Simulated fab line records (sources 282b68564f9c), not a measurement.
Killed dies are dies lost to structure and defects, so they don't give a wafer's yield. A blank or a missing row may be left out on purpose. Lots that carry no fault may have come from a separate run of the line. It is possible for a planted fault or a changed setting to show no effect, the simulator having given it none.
fab line records	flow ritCmos
record: lots: 6	wafers: 18	lastDay: 7
route steps=202 shown PLDD@116 SPACER@125 NSD@131 PSD@142 SDANNEAL@153 SILICIDE@161 M1@202
lots that met no fault: taken from a fault-free run of the same line
startH: start of the lot's first displayed wafer, in hours after the record's first day	waitH: hours from the lot's prior step to this one	" as in the row above	L1.1+2: one row covering several wafers at once	- value missing, or start not given	* or withheld: withheld	< > ~ a bound
route shown NAME@n: a module of which the file shows steps, and the number in the route of the first	usual: mean/standard deviation of fault-free wafers	same: alike in all rows	chamber/n: place in a boat	sites: the reading at each site	_std_site: the standard deviation of these	_edge_site: outer sites' mean less inner sites'	radiusMm: how far each site lies from the wafer's centre	mask NAME#n: copy n	behind: the last tool/chamber to shape the wafer	hold: the reason the lot was held/the length of the hold in hours/how it ended	device: names the non-switching transistor (n, p or np)	end of line: the same wafers' tests at the end of the route	a step without rows: its recipe alone	killed: dies lost to structure and defects at the first sort, not the wafer's yield	map: per-die view of a wafer (x killed, . not killed, _ where there is no die)
set.NAME: the setting that was run; set.NAME@STEP: the one run at that earlier step	model.NAME: the simulator's own value behind a step, which no gauge read
certain route steps with their lots: each step a table, each wafer a row
services: the hour from which a tool's chamber was out of use, counted from the record's first day as startH (under 0 if before that day), plus the number of hours and why
== steps ==
step: RIT_PLDD_SOFTBAKE_02
recipe: resist: NOVOLAK	tempC: 90	timeS: 60
step: RIT_PLDD_EXPOSE_03
recipe: maskId: M8	na: 0.57	targetCdNm: 40900	doseMj: 250
step: RIT_PLDD_PEB_04
recipe: resist: NOVOLAK	tempC: withheld	timeS: withheld
step: RIT_PLDD_DEVELOP_05
recipe: resist: NOVOLAK	developTimeS: 51.36	devTempC: 23
step: RIT_PLDD_OVL_MEAS_06
usual: PLDD_OVL: 0.0/1.4
lot.wafer	tool	chamber	startH	waitH	PLDD_OVL[nm]
L208.1	overlay-01	-	43.16	-	0.2
L208.5	"	-	"	"	-1.2
L208.6	"	-	"	"	-0.3
L214.1	overlay-01	-	74.14	-	1.7
L214.4	"	-	"	"	1.1
L214.5	"	-	"	"	1.4
L219.1	overlay-02	-	98.54	-	-1.3
L219.5	"	-	"	"	-3.5
L219.6	"	-	"	"	-0.9
L220.2	overlay-02	-	104.33	-	-1.7
L220.3	"	-	"	"	-1.4
L220.5	"	-	"	"	-0.6
L226.1	overlay-02	-	134.79	-	-2.6
L226.2	"	-	"	"	0.0
L226.5	"	-	"	"	0.5
L229.1	overlay-01	-	149.18	-	-0.3
L229.2	"	-	"	"	0.2
L229.4	"	-	"	"	-1.8
step: RIT_PLDD_HARDBAKE_07
recipe: resist: NOVOLAK	tempC: 140	timeS: 60
step: RIT_PLDD_IMPLANT_08
recipe: species: BF2	energyKev: 20	doseCm2: 9e+14	tiltDeg: 7
step: RIT_PLDD_STRIP_09
recipe: chemistry: O2	timeS: 180	resist: NOVOLAK	platenTempC: withheld	powerW: 500	pressureMtorr: 4000	o2FlowSccm: 4000
usual: drypumpMotorCurrentA: 5.90/0.22	rfReflPowerW: 7.9/1.5
lot.wafer	tool	chamber	startH	waitH	drypumpMotorCurrentA	rfHoursCounterH	rfReflPowerW
L208.1	plasmaAsher-02	1	43.50	0.1	5.82	39	9.8
L208.5	"	0	"	"	5.83	-	8.0
L208.6	"	1	"	"	5.84	-	9.9
L214.1	plasmaAsher-04	1	74.48	0.1	5.86	30	6.5
L214.4	"	0	"	"	6.41	-	6.9
L214.5	"	1	"	"	5.86	-	6.7
L219.1	plasmaAsher-02	0	98.88	0.1	5.85	45	8.3
L219.5	"	0	"	"	5.84	-	8.2
L219.6	"	1	"	"	5.81	-	10.5
L220.2	plasmaAsher-03	1	104.66	0.1	6.05	45	9.2
L220.3	"	1	"	"	6.04	-	8.9
L220.5	"	0	"	"	5.59	-	5.7
L226.1	plasmaAsher-02	1	135.13	0.1	5.83	50	10.0
L226.2	"	0	"	"	5.86	50	7.9
L226.5	"	0	"	"	5.85	-	7.7
L229.1	plasmaAsher-02	1	149.52	0.1	5.82	51	10.2
L229.2	"	0	"	"	5.84	51	8.1
L229.4	"	1	"	"	5.83	-	9.8
step: RIT_PLDD_TW_MEAS_10
usual: PLDD_TW: 2334/12
lot.wafer	tool	chamber	startH	waitH	PLDD_TW
L208.1	filmMetro-01	-	43.67	0.1	2356
L208.5	"	-	"	"	2333
L208.6	"	-	"	"	2330
L214.1	filmMetro-03	-	74.65	0.1	2329
L214.4	"	-	"	"	2336
L214.5	"	-	"	"	2323
L219.1	filmMetro-02	-	99.05	0.1	2349
L219.5	"	-	"	"	2347
L219.6	"	-	"	"	2343
L220.2	filmMetro-01	-	104.85	0.1	2354
L220.3	"	-	"	"	2346
L220.5	"	-	"	"	2363
L226.1	filmMetro-03	-	135.30	0.1	2338
L226.2	"	-	"	"	2342
L226.5	"	-	"	"	2328
L229.1	filmMetro-03	-	149.69	0.1	2322
L229.2	"	-	"	"	2342
L229.4	"	-	"	"	2318
step: RIT_SPACER_CLEAN_00
recipe: chemistry: SC1	mix: 3:3:50	timeS: 600	tempC: 75
step: RIT_SPACER_CLEAN_01
recipe: chemistry: dHF	dilution: 50:1	timeS: 30
step: RIT_SPACER_CLEAN_02
recipe: chemistry: SC2	mix: 3:3:50	timeS: 600	tempC: 75	dry: n2Spin
step: RIT_SPACER_CVD_03
recipe: material: Si3N4	targetThkNm: 250	tempC: 810	precursor: SiH2Cl2/NH3	timeS: 3300	pressureMtorr: 300	sih2cl2FlowSccm: 60	nh3FlowSccm: 150
lot.wafer	tool	chamber	startH	waitH	model.Si3N4_of_SPACER_CVD_03.thkNm
L208.1	lpcvd-02	1	44.10	0.0	246.1
L208.5	"	1	"	"	248.2
L208.6	"	1	"	"	246.7
L214.1	lpcvd-01	0	75.08	0.0	248
L214.4	"	0	"	"	247.2
L214.5	"	0	"	"	245.7
L219.1	lpcvd-01	0	99.48	0.0	156.7
L219.5	"	0	"	"	153
L219.6	"	0	"	"	154.3
L220.2	lpcvd-01	0	105.47	0.2	151
L220.3	"	0	"	"	153.1
L220.5	"	0	"	"	150.6
L226.1	lpcvd-02	0	135.76	0.0	255.5
L226.2	"	0	"	"	253.7
L226.5	"	0	"	"	254.7
L229.1	lpcvd-02	0	150.15	0.0	252.3
L229.2	"	0	"	"	249.4
L229.4	"	0	"	"	252.6
step: RIT_SPACER_THK_MEAS_04
recipe: reads: Si3N4_of_SPACER_CVD_03
usual: SPACER_NITRIDE_THK: 249.7/2.7
lot.wafer	tool	chamber	startH	waitH	SPACER_NITRIDE_THK[nm]
L208.1	filmMetro-02	-	46.02	0.0	246.0
L208.5	"	-	"	"	248.3
L208.6	"	-	"	"	246.7
L214.1	filmMetro-02	-	77.00	0.0	248.0
L214.4	"	-	"	"	247.1
L214.5	"	-	"	"	245.7
L219.1	filmMetro-02	-	101.40	0.0	156.9
L219.5	"	-	"	"	153.0
L219.6	"	-	"	"	154.4
L220.2	filmMetro-04	-	107.39	0.0	151.0
L220.3	"	-	"	"	153.1
L220.5	"	-	"	"	150.8
L226.1	filmMetro-04	-	138.64	0.0	255.5
L226.2	"	-	"	"	253.7
L226.5	"	-	"	"	254.5
L229.1	filmMetro-03	-	153.02	0.0	252.2
L229.2	"	-	"	"	249.5
L229.4	"	-	"	"	252.5
step: RIT_SPACER_ETCHBACK_05
recipe: targetDepthA: 2500	SF6_flow_sccm: 30	CHF3_flow_sccm: 30	target: Si3N4	chemistry: SF6/CHF3	pressureMtorr: 40	rfW: 250	timeS: 240	stopOn: SiO2
usual: drypumpMotorCurrentA: 5.6/0.32	oesProductAu: 0.848/0.015	throttleValvePct: 10.22/0.19
lot.wafer	tool	chamber	startH	waitH	drypumpMotorCurrentA	oesProductAu	rfHoursCounterH	throttleValvePct	model.etch.depthNm
L208.1	rieDiel-04	2	46.08	0.1	6.0	0.850	130	10.39	246.1
L208.5	"	3	"	"	5.6	0.844	-	10.12	248.2
L208.6	"	2	"	"	6.0	0.853	-	10.40	246.7
L214.1	rieDiel-03	0	77.06	0.1	5.9	0.856	34	10.08	248
L214.4	"	0	"	"	5.9	0.852	-	10.08	247.2
L214.5	"	2	"	"	5.3	0.842	-	10.04	245.7
L219.1	rieDiel-02	2	101.46	0.1	5.7	0.608	5	10.08	156.7
L219.5	"	2	"	"	5.7	0.600	-	10.08	153
L219.6	"	3	"	"	5.9	0.594	-	10.50	154.3
L220.2	rieDiel-03	2	107.44	0.0	5.3	0.608	112	9.96	151
L220.3	"	0	"	"	5.9	0.622	34	10.01	153.1
L220.5	"	2	"	"	5.3	0.612	-	9.95	150.6
L226.1	rieDiel-02	0	138.70	0.1	6.0	0.844	57	10.54	255.5
L226.2	"	3	"	"	5.9	0.831	92	10.60	253.7
L226.5	"	2	"	"	5.6	0.851	-	10.16	254.7
L229.1	rieDiel-04	2	153.08	0.1	6.0	0.865	133	10.41	252.3
L229.2	"	3	"	"	5.5	0.849	10	10.11	249.4
L229.4	"	1	"	"	6.1	0.872	114	10.46	252.6
step: RIT_NSD_HMDS_00
recipe: primeTimeS: 60	primeTempC: 140
step: RIT_NSD_COAT_01
recipe: resist: NOVOLAK	spinRpm: 3250	resistThkNm: 1000
step: RIT_NSD_SOFTBAKE_02
recipe: resist: NOVOLAK	tempC: 90	timeS: 60
step: RIT_NSD_EXPOSE_03
recipe: maskId: M9	na: 0.57	targetCdNm: 40700	doseMj: 250
step: RIT_NSD_PEB_04
recipe: resist: NOVOLAK	tempC: withheld	timeS: withheld
step: RIT_NSD_DEVELOP_05
recipe: resist: NOVOLAK	developTimeS: 50	devTempC: 23
step: RIT_NSD_OVL_MEAS_06
usual: NSD_OVL: 0.0/1.5
lot.wafer	tool	chamber	startH	waitH	NSD_OVL[nm]
L208.1	overlay-01	-	47.28	-	1.2
L208.5	"	-	"	"	-0.8
L208.6	"	-	"	"	-2.2
L214.1	overlay-01	-	78.19	-	-1.0
L214.4	"	-	"	"	0.3
L214.5	"	-	"	"	0.3
L219.1	overlay-01	-	102.58	-	0.5
L219.5	"	-	"	"	1.9
L219.6	"	-	"	"	1.0
L220.2	overlay-02	-	108.57	-	-3.3
L220.3	"	-	"	"	-1.2
L220.5	"	-	"	"	-1.3
L226.1	overlay-02	-	139.89	-	-2.5
L226.2	"	-	"	"	-0.2
L226.5	"	-	"	"	-1.6
L229.1	overlay-01	-	154.21	-	-1.0
L229.2	"	-	"	"	-0.6
L229.4	"	-	"	"	-1.0
step: RIT_NSD_HARDBAKE_07
recipe: resist: NOVOLAK	tempC: 140	timeS: 60
step: RIT_NSD_IMPLANT_08
recipe: species: P	energyKev: 25	doseCm2: 1e+15	tiltDeg: 7
step: RIT_NSD_STRIP_09
recipe: chemistry: O2	timeS: 180	resist: NOVOLAK	platenTempC: withheld	powerW: 500	pressureMtorr: 4000	o2FlowSccm: 4000
usual: drypumpMotorCurrentA: 5.87/0.22	rfReflPowerW: 7.9/1.6
lot.wafer	tool	chamber	startH	waitH	drypumpMotorCurrentA	rfHoursCounterH	rfReflPowerW
L208.1	plasmaAsher-02	0	47.62	0.1	5.84	40	8.0
L208.5	"	1	"	"	5.82	-	10.2
L208.6	"	0	"	"	5.84	-	8.4
L214.1	plasmaAsher-03	1	78.52	0.1	6.04	42	8.9
L214.4	"	1	"	"	6.03	-	8.8
L214.5	"	0	"	"	5.58	-	5.5
L219.1	plasmaAsher-02	1	102.92	0.1	5.83	46	10.4
L219.5	"	1	"	"	5.83	-	10.3
L219.6	"	0	"	"	5.85	-	7.9
L220.2	plasmaAsher-03	1	108.90	0.1	6.05	45	8.8
L220.3	"	0	"	"	5.60	-	6.0
L220.5	"	0	"	"	5.61	-	5.8
L226.1	plasmaAsher-01	1	140.23	0.1	5.70	1	6.9
L226.2	"	0	"	"	6.31	1	5.9
L226.5	"	0	"	"	6.31	-	6.0
L229.1	plasmaAsher-01	1	154.55	0.1	5.72	3	7.4
L229.2	"	0	"	"	6.32	3	6.2
L229.4	"	1	"	"	5.71	-	7.9
step: RIT_NSD_TW_MEAS_10
usual: NSD_TW: 3105/16
lot.wafer	tool	chamber	startH	waitH	NSD_TW
L208.1	filmMetro-01	-	47.79	0.1	3094
L208.5	"	-	"	"	3104
L208.6	"	-	"	"	3089
L214.1	filmMetro-01	-	78.70	0.1	3118
L214.4	"	-	"	"	3108
L214.5	"	-	"	"	3089
L219.1	filmMetro-02	-	103.09	0.1	3125
L219.5	"	-	"	"	3141
L219.6	"	-	"	"	3123
L220.2	filmMetro-01	-	109.09	0.1	3136
L220.3	"	-	"	"	3139
L220.5	"	-	"	"	3131
L226.1	filmMetro-02	-	140.41	0.1	3099
L226.2	"	-	"	"	3099
L226.5	"	-	"	"	3094
L229.1	filmMetro-02	-	154.72	0.1	3097
L229.2	"	-	"	"	3119
L229.4	"	-	"	"	3093
step: RIT_PSD_HMDS_00
recipe: primeTimeS: 60	primeTempC: 140
step: RIT_PSD_COAT_01
recipe: resist: NOVOLAK	spinRpm: 3229	resistThkNm: 1000
step: RIT_PSD_SOFTBAKE_02
recipe: resist: NOVOLAK	tempC: 90	timeS: 60
step: RIT_PSD_EXPOSE_03
recipe: maskId: M10	na: 0.57	targetCdNm: 40900	doseMj: 250
step: RIT_PSD_PEB_04
recipe: resist: NOVOLAK	tempC: withheld	timeS: withheld
step: RIT_PSD_DEVELOP_05
recipe: resist: NOVOLAK	developTimeS: 50	devTempC: 23
step: RIT_PSD_OVL_MEAS_06
usual: PSD_OVL: 0.4/1.3
lot.wafer	tool	chamber	startH	waitH	PSD_OVL[nm]
L208.1	overlay-02	-	48.70	-	-0.9
L208.5	"	-	"	"	1.2
L208.6	"	-	"	"	0.1
L214.1	overlay-01	-	79.73	-	0.0
L214.4	"	-	"	"	-0.1
L214.5	"	-	"	"	1.2
L219.1	overlay-01	-	104.00	-	2.0
L219.5	"	-	"	"	0.3
L219.6	"	-	"	"	-0.5
L220.2	overlay-02	-	110.12	-	-0.1
L220.3	"	-	"	"	0.8
L220.5	"	-	"	"	-0.4
L226.1	overlay-01	-	141.53	-	-0.7
L226.2	"	-	"	"	0.8
L226.5	"	-	"	"	-0.5
L229.1	overlay-02	-	155.63	-	3.3
L229.2	"	-	"	"	0.7
L229.4	"	-	"	"	1.3
step: RIT_PSD_HARDBAKE_07
recipe: resist: NOVOLAK	tempC: 140	timeS: 60
step: RIT_PSD_IMPLANT_08
recipe: species: BF2	energyKev: 27	doseCm2: 5e+15	tiltDeg: 7
step: RIT_PSD_STRIP_09
recipe: chemistry: O2	timeS: 180	resist: NOVOLAK	platenTempC: withheld	powerW: 500	pressureMtorr: 4000	o2FlowSccm: 4000
usual: drypumpMotorCurrentA: 5.95/0.22	rfReflPowerW: 8.0/1.5
lot.wafer	tool	chamber	startH	waitH	drypumpMotorCurrentA	rfHoursCounterH	rfReflPowerW
L208.1	plasmaAsher-04	1	49.04	0.1	5.86	27	6.5
L208.5	"	0	"	"	6.41	-	6.6
L208.6	"	1	"	"	5.85	-	6.5
L214.1	plasmaAsher-02	0	80.07	0.1	5.85	44	8.2
L214.4	"	0	"	"	5.83	-	8.1
L214.5	"	0	"	"	5.84	-	8.2
L219.1	plasmaAsher-01	0	104.34	0.1	6.31	47	5.9
L219.5	"	0	"	"	6.30	-	6.1
L219.6	"	1	"	"	5.77	-	7.2
L220.2	plasmaAsher-02	0	110.45	0.1	5.82	47	7.9
L220.3	"	1	"	"	5.81	-	10.1
L220.5	"	1	"	"	5.82	-	10.1
L226.1	plasmaAsher-02	0	141.87	0.1	5.82	50	8.1
L226.2	"	1	"	"	5.84	50	9.9
L226.5	"	1	"	"	5.81	-	10.0
L229.1	plasmaAsher-02	1	155.97	0.1	5.83	52	10.0
L229.2	"	0	"	"	5.86	52	7.9
L229.4	"	0	"	"	5.86	-	8.0
step: RIT_PSD_TW_MEAS_10
usual: PSD_TW: 3404/20
lot.wafer	tool	chamber	startH	waitH	PSD_TW
L208.1	filmMetro-03	-	49.21	0.1	3374
L208.5	"	-	"	"	3388
L208.6	"	-	"	"	3390
L214.1	filmMetro-03	-	80.24	0.1	3368
L214.4	"	-	"	"	3387
L214.5	"	-	"	"	3380
L219.1	filmMetro-03	-	104.52	0.1	3396
L219.5	"	-	"	"	3413
L219.6	"	-	"	"	3397
L220.2	filmMetro-03	-	110.64	0.1	3380
L220.3	"	-	"	"	3394
L220.5	"	-	"	"	3384
L226.1	filmMetro-01	-	142.04	0.1	3420
L226.2	"	-	"	"	3451
L226.5	"	-	"	"	3445
L229.1	filmMetro-03	-	156.14	0.1	3390
L229.2	"	-	"	"	3393
L229.4	"	-	"	"	3387
step: RIT_SDANNEAL_CLEAN_00
recipe: chemistry: SC1	mix: 3:3:50	timeS: 600	tempC: 75.63
step: RIT_SDANNEAL_CLEAN_01
recipe: chemistry: dHF	dilution: 50:1	timeS: 30
step: RIT_SDANNEAL_CLEAN_02
recipe: chemistry: SC2	mix: 3:3:50	timeS: 600	tempC: 75	dry: n2Spin
step: RIT_SDANNEAL_RTA_03
recipe: tempC: 1050	timeS: 5	idleTempC: 600	rampUpCPerS: 342	rampDownCPerS: 171	coolToC: 600	ambient: N2
usual: wafer_temp_C_max: 1053.4/1.3
lot.wafer	tool	chamber	startH	waitH	wafer_temp_C_max
L208.1	rtpAnneal-02	0	49.64	0.0	1054.4
L208.5	"	0	"	"	1051.5
L208.6	"	0	"	"	1053.2
L214.1	rtpAnneal-02	0	80.69	0.0	1051.8
L214.4	"	0	"	"	1054.5
L214.5	"	0	"	"	1052.3
L219.1	rtpAnneal-01	0	104.94	0.0	1053.7
L219.5	"	0	"	"	1058.1
L219.6	"	0	"	"	1054.0
L220.2	rtpAnneal-02	0	111.06	0.0	1053.2
L220.3	"	0	"	"	1053.4
L220.5	"	0	"	"	1054.5
L226.1	rtpAnneal-02	0	142.49	0.0	1054.2
L226.2	"	0	"	"	1053.6
L226.5	"	0	"	"	1053.9
L229.1	rtpAnneal-01	0	156.58	0.0	1052.7
L229.2	"	0	"	"	1055.1
L229.4	"	0	"	"	1053.5
step: RIT_SDANNEAL_RS_MEAS_04
recipe: thkMeasGauge: four-point-probe
usual: PSD_RS: 115.9/0.31
lot.wafer	tool	chamber	startH	waitH	PSD_RS[ohm/sq]
L208.1	filmMetro-02	-	49.70	0.0	115.7
L208.5	"	-	"	"	115.5
L208.6	"	-	"	"	115.7
L214.1	filmMetro-02	-	80.74	0.0	116.4
L214.4	"	-	"	"	116.1
L214.5	"	-	"	"	115.9
L219.1	filmMetro-03	-	105.00	0.0	115.8
L219.5	"	-	"	"	116.2
L219.6	"	-	"	"	116.1
L220.2	filmMetro-02	-	111.13	0.1	115.9
L220.3	"	-	"	"	116.1
L220.5	"	-	"	"	115.9
L226.1	filmMetro-01	-	142.55	0.0	116.0
L226.2	"	-	"	"	116.3
L226.5	"	-	"	"	116.3
L229.1	filmMetro-03	-	156.64	0.0	115.9
L229.2	"	-	"	"	115.9
L229.4	"	-	"	"	116.1
step: RIT_SILICIDE_WET_ETCH_00
recipe: chemistry: BOE	target: SiO2	targetDepthNm: 14	timeS: 15.32	dry: n2Spin	dilution: 10:1	tempC: 21.5
usual: tempC: 21.51/0.12
lot.wafer	tool	chamber	startH	waitH	tempC	model.Si3N4_of_SPACER_CVD_03.thkNm
L208.1	wetBench-04	2	50.18	0.1	21.35	192.5
L208.5	"	2	"	"	21.36	192.1
L208.6	"	2	"	"	21.44	193.4
L214.1	wetBench-04	2	81.22	0.1	21.64	194.2
L214.4	"	2	"	"	21.64	193.8
L214.5	"	2	"	"	21.57	192
L219.1	wetBench-04	0	105.48	0.1	21.70	121.6
L219.5	"	0	"	"	21.40	119
L219.6	"	0	"	"	21.63	119
L220.2	wetBench-04	2	111.59	0.1	21.46	118
L220.3	"	2	"	"	21.52	119.8
L220.5	"	2	"	"	21.53	117.5
L226.1	wetBench-03	0	143.03	0.1	21.57	199.3
L226.2	"	0	"	"	21.43	196.6
L226.5	"	0	"	"	21.67	199.8
L229.1	wetBench-04	0	157.12	0.1	21.69	197.4
L229.2	"	0	"	"	21.55	194.3
L229.4	"	0	"	"	21.49	196.8
step: RIT_M1_PROBE_99
usual: killedAtFrontEnd: 7/3.3	killedDies: 7/3.3	killedOnRim: 1.9/1.5	killedOpen: 3.4/2.2	killedShort: 3.5/2
same: grossDies: 264	killed_at_M0_to_M3: 0	killed_at_M4_up: 0	killedAtBackSide: 0	killedAtContacts: 0	killedAtOther: 0
lot.wafer	tool	chamber	startH	waitH	killedAtFrontEnd	killedDies	killedOnRim	killedOpen	killedShort
L208.1	prober-02	-	56.96	0.1	9	9	3	4	5
L208.5	prober-02	-	57.16	0.2	7	7	2	4	3
L208.6	prober-02	-	57.21	0.2	7	7	3	4	3
L214.1	prober-01	-	88.25	0.1	9	9	2	7	2
L214.4	prober-01	-	88.40	0.2	4	4	2	3	1
L214.5	prober-01	-	88.45	0.2	8	8	4	2	6
L219.1	prober-02	-	112.68	0.1	8	8	3	4	4
L219.5	prober-02	-	112.88	0.2	5	5	1	3	2
L219.6	prober-02	-	112.93	0.2	9	9	3	3	6
L220.2	prober-01	-	118.72	0.1	12	12	4	7	4
L220.3	prober-01	-	118.77	0.2	6	6	1	5	1
L220.5	prober-01	-	118.87	0.2	5	5	1	2	3
L226.1	prober-01	-	149.94	0.1	11	11	2	4	7
L226.2	prober-01	-	149.99	0.1	5	5	0	1	4
L226.5	prober-01	-	150.14	0.2	2	2	0	1	1
L229.1	prober-02	-	164.23	0.1	6	6	2	1	5
L229.2	prober-02	-	164.28	0.1	4	4	1	2	2
L229.4	prober-02	-	164.38	0.2	5	5	3	3	2
killed by level:class
L208.1 GATE:geometricParticle:open=3 GATE:geometricParticle:short=2 REOX:geometricParticle:short=2 FOX2:geometricParticle:short=1 REOX:geometricParticle:open=1
L208.5 GATE:geometricParticle:short=2 REOX:geometricParticle:open=2 FOX2:geometricParticle:open=1 SPACER:geometricParticle:short=1 SILICIDE:geometricParticle:open=1
L208.6 REOX:geometricParticle:open=3 GATE:geometricParticle:open=1 REOX:geometricParticle:short=1 SPACER:geometricParticle:short=1 SILICIDE:geometricParticle:short=1
L214.1 FOX2:geometricParticle:open=4 GATE:geometricParticle:open=2 FOX1:geometricParticle:short=1 GATE:geometricParticle:short=1 SPACER:geometricParticle:open=1
L214.4 GATE:geometricParticle:open=2 FOX1:geometricParticle:short=1 FOX1:geometricParticle:open=1
L214.5 FOX1:geometricParticle:short=2 REOX:geometricParticle:short=2 SILICIDE:geometricParticle:short=2 FOX1:geometricParticle:open=1 SILICIDE:geometricParticle:open=1
L219.1 GATE:geometricParticle:short=2 GATE:geometricParticle:open=2 FOX1:geometricParticle:open=1 FOX1:geometricParticle:short=1 SPACER:geometricParticle:short=1 SILICIDE:geometricParticle:open=1
L219.5 GATE:geometricParticle:open=2 GATE:geometricParticle:short=1 REOX:geometricParticle:open=1 REOX:geometricParticle:short=1
L219.6 SILICIDE:geometricParticle:short=3 GATE:geometricParticle:open=2 REOX:geometricParticle:short=2 FOX1:geometricParticle:short=1 REOX:geometricParticle:open=1
L220.2 GATE:geometricParticle:open=2 SILICIDE:geometricParticle:open=2 FOX1:geometricParticle:short=1 FOX2:geometricParticle:open=1 FOX2:geometricParticle:short=1 GATE:geometricParticle:short=1 REOX:geometricParticle:open=1 SPACER:geometricParticle:open=1
L220.3 GATE:geometricParticle:open=3 ACTIVE:geometricParticle:open=1 SILICIDE:geometricParticle:short=1 SILICIDE:geometricParticle:open=1
L220.5 FOX1:geometricParticle:open=1 FOX1:geometricParticle:short=1 FOX2:geometricParticle:open=1 GATE:geometricParticle:short=1 SPACER:geometricParticle:short=1
L226.1 SPACER:geometricParticle:short=4 FOX1:geometricParticle:short=2 GATE:geometricParticle:open=2 FOX1:geometricParticle:open=1 GATE:geometricParticle:short=1 SPACER:geometricParticle:open=1
L226.2 SPACER:geometricParticle:short=3 GATE:geometricParticle:open=1 SILICIDE:geometricParticle:short=1
L226.5 SPACER:geometricParticle:short=1 SPACER:geometricParticle:open=1
L229.1 GATE:geometricParticle:short=3 FOX1:geometricParticle:short=1 REOX:geometricParticle:short=1 SILICIDE:geometricParticle:open=1
L229.2 FOX1:geometricParticle:open=1 GATE:geometricParticle:short=1 REOX:geometricParticle:open=1 SILICIDE:geometricParticle:short=1
L229.4 GATE:geometricParticle:open=2 FOX1:geometricParticle:short=1 FOX2:geometricParticle:open=1 SPACER:geometricParticle:short=1
== services ==
tool	chamber	startH	hours	kind
rieDiel-03	1	20.27	7.6	repair
rieDiel-02	2	21.25	3.2	repair
lpcvd-02	-	30.45	2.8	pm
plasmaAsher-03	-	37.01	14.6	pm
rtpAnneal-01	-	38.01	0.9	pm
plasmaAsher-01	-	46.03	5.1	repair
rieDiel-03	2	50.43	5.5	repair
plasmaAsher-02	-	51.44	2.8	pm
lpcvd-02	-	53.22	0.5	repair
rieDiel-04	-	59.02	0.9	repair
rieDiel-03	1	69.09	9.3	repair
rieDiel-03	3	69.48	14.2	repair
rieDiel-02	0	73.39	13.9	repair
rieDiel-04	0	93.81	9.9	repair
rieDiel-04	1	96.48	6.6	repair
plasmaAsher-01	-	105.73	12.0	repair
rieDiel-04	-	107.45	0.5	repair
plasmaAsher-01	-	117.71	9.0	pm
plasmaAsher-01	0	117.71	9.0	ventCycle
plasmaAsher-01	1	117.71	9.0	ventCycle
plasmaAsher-01	0	126.71	-	clean
plasmaAsher-01	1	126.71	-	clean
lpcvd-01	-	135.08	3.0	repair
rieDiel-03	0	142.34	7.7	repair
== key ==
firstSign: step: RIT_SPACER_THK_MEAS_04	reading: SPACER_NITRIDE_THK	direction: down	sigmas: 36	usual: 249.7	struck: 153.2
effect: step: RIT_SPACER_ETCHBACK_05	reading: oesProductAu	direction: down	sigmas: 16	usual: 0.848	struck: 0.607
modelEffect: step: RIT_SPACER_CVD_03	value: Si3N4_of_SPACER_CVD_03.thkNm	without: 248.9	struck: 153.1
modelEffect: step: RIT_SPACER_ETCHBACK_05	value: etch.depthNm	without: 248.9	struck: 153.1
modelEffect: step: RIT_SILICIDE_WET_ETCH_00	value: Si3N4_of_SPACER_CVD_03.thkNm	without: 194.4	struck: 119.2
metAt RIT_SPACER_CVD_03
struckWafers L219.1,L219.5,L219.6,L220.2,L220.3,L220.5
testerLeftOut L219,L220
onsetBetween 75.08 99.48
fault: kind: processParameterDrift	tool: lpcvd-01	chamber: -	onsetH: 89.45	steps: RIT_SPACER_CVD_03	channel: targetThkNm	offset: -95.718	shape: step	endH: 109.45	actsIn: theseRecipesOnly	stated: 250
testerLeftOut: of these lots the tester's yield and bins aren't shown, on N5 and GAA mostly nor the transistor test; their killed dies are dies lost to structure and defects alone, not to doping, threshold or leakage, so they don't give the yield
